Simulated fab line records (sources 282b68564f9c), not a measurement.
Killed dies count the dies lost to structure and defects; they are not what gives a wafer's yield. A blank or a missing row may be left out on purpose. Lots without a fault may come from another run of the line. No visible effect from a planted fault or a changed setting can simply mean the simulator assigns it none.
Shared-tool check | flow ritCmos | 45 wafers sampled across 15 lots

## REASON IT WAS OPENED
3 of 15 lots carry a flag on the reading PWELL_RS at RIT_WELLDRIVE_RS_MEAS_02. Wafers without a fault read 429.3 ohm/sq, standard deviation 1.2.
Rule: a lot gets a flag if all its wafers with a number sit over 4 standard deviations from that mean, or if no wafer of it has a number. All remaining lots are regarded as sound.

lot  | measured    | on           | PWELL_RS (ohm/sq), wafer by wafer | flag
L825 | day 2 07:31 | filmMetro-01 | 430.7 430.4 429.1                 | 
L826 | day 2 09:28 | filmMetro-02 | 430.2 429.3 429.7                 | 
L827 | day 2 15:22 | filmMetro-01 | 432.2 430.7 432.3                 | 
L830 | day 3 09:02 | filmMetro-02 | 427.8 428.5 427.2                 | 
L831 | day 3 13:26 | filmMetro-04 | 427.2 428.0 427.9                 | 
L832 | day 3 17:05 | filmMetro-02 | 416.7 417.5 418.5                 | FLAGGED
L833 | day 3 22:11 | filmMetro-01 | 416.8 417.9 418.7                 | FLAGGED
L834 | day 4 06:14 | filmMetro-02 | 417.1 417.5 417.7                 | FLAGGED
L835 | day 4 10:59 | filmMetro-01 | 430.0 430.4 431.3                 | 
L843 | day 6 07:16 | filmMetro-01 | 428.9 429.4 430.1                 | 
L844 | day 6 12:44 | filmMetro-04 | 429.3 429.6 427.8                 | 
L845 | day 6 12:47 | filmMetro-01 | 429.9 429.6 429.7                 | 
L846 | day 6 15:16 | filmMetro-04 | 427.6 430.8 428.9                 | 
L847 | day 6 19:44 | filmMetro-02 | 427.9 428.4 427.6                 | 
L848 | day 7 02:23 | filmMetro-04 | 428.8 428.7 428.6                 | 
On average the flagged lots' numbers are 417.6 ohm/sq, which is -11.7 ohm/sq against the usual, or -10 standard deviations.

## WHICH TOOL RAN EACH LOT
The record holds 1 process step before the reading, out of a route of 202 steps. In each cell: the tool, then ch and the chambers that the sampled wafers went through, then the start.
lot  | flag    | RIT_PWELL_IMPLANT_08
L825 |         | implanter-01 ch 0, day 2 00:47
L826 |         | implanter-02 ch 0, day 2 03:53
L827 |         | implanter-04 ch 0, day 2 09:47
L830 |         | implanter-02 ch 0, day 3 01:51
L831 |         | implanter-02 ch 0, day 3 07:44
L832 | FLAGGED | implanter-02 ch 0, day 3 11:31
L833 | FLAGGED | implanter-02 ch 0, day 3 15:30
L834 | FLAGGED | implanter-02 ch 0, day 4 00:39
L835 |         | implanter-01 ch 0, day 4 03:34
L843 |         | implanter-01 ch 0, day 6 00:57
L844 |         | implanter-04 ch 0, day 6 06:19
L845 |         | implanter-01 ch 0, day 6 06:09
L846 |         | implanter-04 ch 0, day 6 09:40
L847 |         | implanter-01 ch 0, day 6 13:56
L848 |         | implanter-04 ch 0, day 6 20:16
What the steps here do:
- RIT_PWELL_IMPLANT_08
- RIT_WELLDRIVE_RS_MEAS_02: measures by four-point-probe.

## FLAGGED AGAINST TOTAL, ONE TOOL AT A TIME (gauges that did the reading follow at the end)
step                     | tool         | lots run | flagged | share of the flagged lots | sound lots run after its first flagged lot
RIT_PWELL_IMPLANT_08     | implanter-01 | 5        | 0       | none                      | -
RIT_PWELL_IMPLANT_08     | implanter-02 | 6        | 3       | all                       | 0
RIT_PWELL_IMPLANT_08     | implanter-04 | 4        | 0       | none                      | -
RIT_WELLDRIVE_RS_MEAS_02 | filmMetro-01 | 6        | 1       | some                      | 3 (L835,L843,L845)
RIT_WELLDRIVE_RS_MEAS_02 | filmMetro-02 | 5        | 2       | some                      | 1 (L847)
RIT_WELLDRIVE_RS_MEAS_02 | filmMetro-04 | 4        | 0       | none                      | -

## WHAT THE TABLE ALLOWS
Rows of the table that ran each flagged lot: 1, that is implanter-02 at RIT_PWELL_IMPLANT_08.
- implanter-02 at RIT_PWELL_IMPLANT_08: 3 of its 6 lots flagged. Its last sound lot is L831 (day 3 07:44), its first flagged lot L832 (day 3 11:31): a fault that began between those two fits. Its own readings (beamEnergyKeV) fall more than 4 standard deviations out on all wafers of the flagged lots.
What remains is a single tool, implanter-02 at RIT_PWELL_IMPLANT_08.

## WHAT THE SIMULATOR HAD PUT IN
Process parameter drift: implanter-02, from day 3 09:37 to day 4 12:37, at RIT_PWELL_IMPLANT_08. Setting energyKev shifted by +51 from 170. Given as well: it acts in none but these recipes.
Shown lots that were struck: L832, L833, L834. This agrees with what the rule above found.
